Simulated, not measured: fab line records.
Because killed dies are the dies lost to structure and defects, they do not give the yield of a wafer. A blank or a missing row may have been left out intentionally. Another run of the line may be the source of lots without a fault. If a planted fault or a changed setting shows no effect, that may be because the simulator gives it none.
Which tool did it? / flow berkeley cmos170 / Sampling: 15 lots, 45 wafers, 3 of 331 route steps

WHAT EACH GAUGE READ, for each wafer
UCB170_START_THK_MEAS_03.
lot=L784; measured=day 1 21:16; on=film metro-03; START_OXIDE_THK (nm)=19.6 20.1 20.1
lot=L785; measured=day 2 00:38; on=film metro-02; START_OXIDE_THK (nm)=20.6 20.3 20.4
lot=L786; measured=day 2 06:04; on=film metro-03; START_OXIDE_THK (nm)=19.7 19.9 19.8
lot=L787; measured=day 2 11:46; on=film metro-01; START_OXIDE_THK (nm)=20.1 20.1 20.1
lot=L788; measured=day 2 15:41; on=film metro-01; START_OXIDE_THK (nm)=20.2 19.8 20.2
lot=L790; measured=day 3 01:19; on=film metro-03; START_OXIDE_THK (nm)=20.3 20.1 20.3
lot=L792; measured=day 3 14:28; on=film metro-02; START_OXIDE_THK (nm)=19.8 20.1 19.8
lot=L794; measured=day 3 23:51; on=film metro-01; START_OXIDE_THK (nm)=20.8 20.6 20.7
lot=L795; measured=day 4 03:08; on=film metro-01; START_OXIDE_THK (nm)=19.8 20.0 20.0
lot=L796; measured=day 4 08:20; on=film metro-02; START_OXIDE_THK (nm)=20.8 20.9 20.8
lot=L798; measured=day 4 18:05; on=film metro-03; START_OXIDE_THK (nm)=20.7 20.7 20.5
lot=L799; measured=day 4 21:31; on=film metro-03; START_OXIDE_THK (nm)=19.6 19.9 19.6
lot=L800; measured=day 5 06:58; on=film metro-01; START_OXIDE_THK (nm)=19.9 20.3 20.0
lot=L805; measured=day 6 03:53; on=film metro-03; START_OXIDE_THK (nm)=20.6 20.4 19.8
lot=L806; measured=day 6 08:38; on=film metro-03; START_OXIDE_THK (nm)=20.2 20.0 20.0

UCB170_NWELL_TW_MEAS_16.
lot=L784; measured=day 2 16:17; on=film metro-02; NWELL_TW=1243 1250 1241
lot=L785; measured=day 2 23:40; on=film metro-01; NWELL_TW=1255 1253 1251
lot=L786; measured=day 2 23:47; on=film metro-02; NWELL_TW=1242 1246 1241
lot=L787; measured=day 3 08:40; on=film metro-02; NWELL_TW=1240 1237 1241
lot=L788; measured=day 3 08:56; on=film metro-02; NWELL_TW=1241 1239 1242
lot=L790; measured=day 3 18:26; on=film metro-01; NWELL_TW=1248 1254 1249
lot=L792; measured=day 4 12:43; on=film metro-02; NWELL_TW=1239 1231 1236
lot=L794; measured=day 4 21:26; on=film metro-01; NWELL_TW=1256 1251 1255
lot=L795; measured=day 4 21:39; on=film metro-01; NWELL_TW=1250 1252 1255
lot=L796; measured=day 5 06:43; on=film metro-01; NWELL_TW=1256 1259 1260
lot=L798; measured=day 5 10:50; on=film metro-02; NWELL_TW=1243 1239 1245
lot=L799; measured=day 5 16:46; on=film metro-02; NWELL_TW=1242 1240 1238
lot=L800; measured=day 6 01:52; on=film metro-04; NWELL_TW=1236 1246 1235
lot=L805; measured=day 6 19:49; on=film metro-02; NWELL_TW=1236 1235 1235
lot=L806; measured=day 7 06:28; on=film metro-01; NWELL_TW=1255 1250 1255

UCB170_PWELL_TW_MEAS_17.
lot=L784; measured=day 3 09:30; on=film metro-02; PWELL_TW=375.4 376.5 376.4
lot=L785; measured=day 3 18:51; on=film metro-02; PWELL_TW=374.0 372.8 374.6
lot=L786; measured=day 3 18:41; on=film metro-02; PWELL_TW=378.3 377.9 375.8
lot=L787; measured=day 4 04:57; on=film metro-02; PWELL_TW=378.8 375.2 376.3
lot=L788; measured=day 4 04:19; on=film metro-03; PWELL_TW=377.5 375.6 377.2
lot=L790; measured=day 4 15:23; on=film metro-03; PWELL_TW=374.7 375.4 377.0
lot=L792; measured=day 5 06:29; on=film metro-03; PWELL_TW=377.1 376.7 378.1
lot=L794; measured=day 5 17:20; on=film metro-02; PWELL_TW=374.8 378.5 376.9
lot=L795; measured=day 5 15:48; on=film metro-02; PWELL_TW=375.8 379.1 376.6
lot=L796; measured=day 5 23:19; on=film metro-04; PWELL_TW=372.0 372.9 370.1
lot=L798; measured=day 6 07:03; on=film metro-02; PWELL_TW=374.5 374.0 374.1
lot=L799; measured=day 6 10:30; on=film metro-02; PWELL_TW=374.9 373.9 374.5
lot=L800; measured=day 6 20:01; on=film metro-03; PWELL_TW=379.2 378.2 377.2
lot=L805; measured=day 7 17:53; on=film metro-03; PWELL_TW=377.7 378.8 379.6
lot=L806; measured=day 7 23:43; on=film metro-04; PWELL_TW=372.5 372.1 374.1

EACH LOT AND THE TOOL THAT RAN IT (in order: tool; ch and the chambers of the sampled wafers; start)
Before these readings, the record contains no process step.

WHAT THE TOOLS THEMSELVES READ (means of the sampled wafers that have a number; where no wafer has one, the mark that the record gives instead)
The record holds no such reading with a usual standard deviation.

THE ANSWER, worked out from the rows above alone
Rule: the usual values come from the lots themselves. Put in order of their means at a reading, lots are off if they are a third of the lots or fewer, leave a main group of 4 or more, and stand apart from it by a gap of 3 or more times the standard deviation of the main group's means; of several such gaps the widest counts. A main group is skipped when, at the precision printed for the reading in the tables above, its means are all equal. Also off: a lot with no number at a reading for which 4 or more lots have one. Where the step has rows for the other lots, those lots are counted as sound. After the gauges, taken in route order, come the tools' own readings; for these a lot's mean is taken, as printed above. At the first step where some lot is off, the reading lying furthest off is the one used; lots without a number count as furthest.
Across all readings shown, no lot is off: no conclusion can be drawn from this.

WHAT HAD BEEN PUT IN BY THE SIMULATOR
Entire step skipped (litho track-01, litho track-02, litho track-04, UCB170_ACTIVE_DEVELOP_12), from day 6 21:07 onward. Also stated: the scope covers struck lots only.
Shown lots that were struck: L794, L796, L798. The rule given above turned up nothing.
